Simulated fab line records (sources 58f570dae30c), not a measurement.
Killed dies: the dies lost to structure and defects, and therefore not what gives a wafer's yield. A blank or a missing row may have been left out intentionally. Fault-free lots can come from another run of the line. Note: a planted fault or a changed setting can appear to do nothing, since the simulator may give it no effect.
fab line records | flow berkeley_cmos170
record: lots: 14 wafers: 42 last_day: 11
route steps=331 shown V2@301
lots that met no fault: from a run of the same line without faults
start_h: the number of hours between the record's first day and the start of the first shown wafer of the lot | wait_h: hours elapsed since this lot's preceding step | " as in the row above | L1.1+2: a single row standing in for several wafers | - no value present, or no start provided | * or withheld: withheld | < > ~ a bound
route shown NAME@n: names a module that has steps shown in the file, with the first one's number in the route | usual: mean/standard deviation taken from wafers without a fault | same: alike in all rows | chamber/n: place in a boat | sites: per-site readings | _std_site: standard deviation across them | _edge_site: mean of outer sites minus mean of inner sites | radius_mm: how far each site lies from the wafer's centre | mask NAME#n: copy n | behind: tool/chamber where the wafer was last shaped | hold: why the lot went on hold/how many hours it stayed there/how the hold came to an end | device: transistor that didn't switch, given as n, p or np | end of line: the tests these same wafers got at the end of their route | a step without rows: its recipe alone | killed: not the wafer's yield, but the dies lost to structure and defects at the first sort | map: a wafer's dies, x killed, . not, _ none there
set.NAME: the run value of the setting; set.NAME@STEP: its run value at that earlier step | model.NAME: the simulator's own value behind a step, which no gauge read
one table for each step of the route and one row for each wafer, over a sample of lots
services: when a tool's chamber went out of use (start_h, in hours from the record's first day, below 0 if earlier), for how many hours, and the reason
== steps ==
step: UCB170_V2_EXPOSE_09
recipe: mask_id: VIA2 target_cd_nm: 700 na: 0.5 sigma_outer: 0.6 source_shape: conventional dose_mj: 37
usual: exposure_dose_mJ_cm2: 36.98/0.038
columns lot.wafer tool chamber start_h wait_h mask exposure_dose_mJ_cm2
L112.2 krf_scanner-01 0 145.04 0.1 VIA2#0 36.97
L112.4 " 0 " " VIA2#0 36.97
L112.6 " 0 " " VIA2#0 36.96
L113.1 krf_scanner-01 0 160.53 0.1 VIA2#0 36.96
L113.4 " 0 " " VIA2#0 36.97
L113.5 " 0 " " VIA2#0 36.99
L118.2 krf_scanner-02 0 174.24 0.3 VIA2#0 36.99
L118.4 " 0 " " VIA2#0 36.96
L118.6 " 0 " " VIA2#0 36.97
L114.3 krf_scanner-02 0 174.89 0.1 VIA2#0 37.02
L114.4 " 0 " " VIA2#0 37.04
L114.5 " 0 " " VIA2#0 37.07
L117.1 krf_scanner-01 0 175.37 0.2 VIA2#0 37.01
L117.2 " 0 " " VIA2#0 36.95
L117.4 " 0 " " VIA2#0 37.04
L116.2 krf_scanner-02 0 175.66 0.2 VIA2#0 36.96
L116.4 " 0 " " VIA2#0 36.98
L116.5 " 0 " " VIA2#0 36.97
L120.2 krf_scanner-02 0 180.70 0.4 VIA2#0 36.98
L120.3 " 0 " " VIA2#0 36.99
L120.6 " 0 " " VIA2#0 37.01
L121.1 krf_scanner-01 0 193.11 0.2 VIA2#0 37.01
L121.3 " 0 " " VIA2#0 36.99
L121.4 " 0 " " VIA2#0 36.97
L125.1 krf_scanner-02 0 225.94 0.2 VIA2#0 36.95
L125.5 " 0 " " VIA2#0 36.89
L125.6 " 0 " " VIA2#0 36.95
L127.2 krf_scanner-01 0 226.20 0.3 VIA2#0 36.17
L127.3 " 0 " " VIA2#0 36.22
L127.6 " 0 " " VIA2#0 36.24
L126.4 krf_scanner-01 0 226.35 0.4 VIA2#0 36.18
L126.5 " 0 " " VIA2#0 36.26
L126.6 " 0 " " VIA2#0 36.24
L130.3 krf_scanner-02 0 248.53 0.1 VIA2#0 36.99
L130.4 " 0 " " VIA2#0 37.01
L130.5 " 0 " " VIA2#0 36.97
L131.1 krf_scanner-02 0 257.74 0.2 VIA2#0 36.99
L131.4 " 0 " " VIA2#0 36.99
L131.5 " 0 " " VIA2#0 36.96
L135.1 krf_scanner-02 0 267.45 0.5 VIA2#0 36.92
L135.2 " 0 " " VIA2#0 36.88
L135.5 " 0 " " VIA2#0 36.90
step: UCB170_V2_CD_MEAS_12
recipe: target_cd_nm: 700
usual: cd_nm: 700.4/1.4
columns lot.wafer tool chamber start_h wait_h cd_nm
L112.2 cd_sem-01 - 145.43 - 700.1
L112.4 " - " " 701.2
L112.6 " - " " 700.8
L113.1 cd_sem-02 - 160.92 - 701.2
L113.4 " - " " 701.7
L113.5 " - " " 700.8
L118.2 cd_sem-01 - 175.54 - 698.9
L118.4 " - " " 701.1
L118.6 " - " " 699.7
L114.3 cd_sem-02 - 176.11 - 699.7
L114.4 " - " " 701.0
L114.5 " - " " 701.8
L117.1 cd_sem-01 - 176.13 - 701.3
L117.2 " - " " 700.9
L117.4 " - " " 702.6
L116.2 cd_sem-01 - 176.87 - 699.1
L116.4 " - " " 699.9
L116.5 " - " " 698.0
L120.2 cd_sem-02 - 181.24 - 698.2
L120.3 " - " " 698.2
L120.6 " - " " 697.2
L121.1 cd_sem-01 - 193.50 - 700.3
L121.3 " - " " 700.8
L121.4 " - " " 701.4
L125.1 cd_sem-02 - 226.72 - 702.0
L125.5 " - " " 701.0
L125.6 " - " " 701.8
L127.2 cd_sem-01 - 226.83 - 717.3
L127.3 " - " " 701.7
L127.6 " - " " 699.9
L126.4 cd_sem-02 - 227.05 - 711.7
L126.5 " - " " 702.1
L126.6 " - " " 734.7
L130.3 cd_sem-01 - 248.93 - 701.0
L130.4 " - " " 699.7
L130.5 " - " " 699.7
L131.1 cd_sem-02 - 258.49 - 701.0
L131.4 " - " " 699.4
L131.5 " - " " 698.7
L135.1 cd_sem-02 - 268.26 - 701.3
L135.2 " - " " 700.1
L135.5 " - " " 700.1
== services ==
columns tool chamber start_h hours kind
krf_scanner-02 - 141.03 1.3 pm
krf_scanner-02 - 151.85 0.8 pm
krf_scanner-01 - 155.25 4.4 pm
krf_scanner-01 - 189.93 1.0 pm
krf_scanner-02 - 192.49 1.0 repair
krf_scanner-02 - 206.76 3.6 pm
krf_scanner-01 0 214.46 - calibration
krf_scanner-02 0 224.21 - calibration
krf_scanner-01 - 230.94 1.0 repair
krf_scanner-01 - 236.47 1.3 pm
krf_scanner-02 - 243.91 1.0 pm
krf_scanner-01 - 257.61 0.8 pm
== key ==
first_sign: step: UCB170_V2_EXPOSE_09 reading: exposure_dose_mJ_cm2 direction: down sigmas: 20 usual: 36.98 struck: 36.22
effect: step: UCB170_V2_CD_MEAS_12 reading: cd_nm direction: up sigmas: 7.6 usual: 700.4 struck: 711.2 wafers_moved: 3 through: control_loop
met_at UCB170_V2_EXPOSE_09
struck_lots L126,L127
loop_trim: step: UCB170_V2_EXPOSE_09 setting: dose lots: L126,L127
onset_between 193.11 226.20
fault: kind: process_parameter_drift tool: krf_scanner-01 chamber: - onset_h: 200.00 steps: UCB170_V2_EXPOSE_09 channel: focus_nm offset: 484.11 spread_by_wafer: 0.3 shape: step end_h: 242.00
loop_trim: a control loop set the setting to another value than it would have without faults
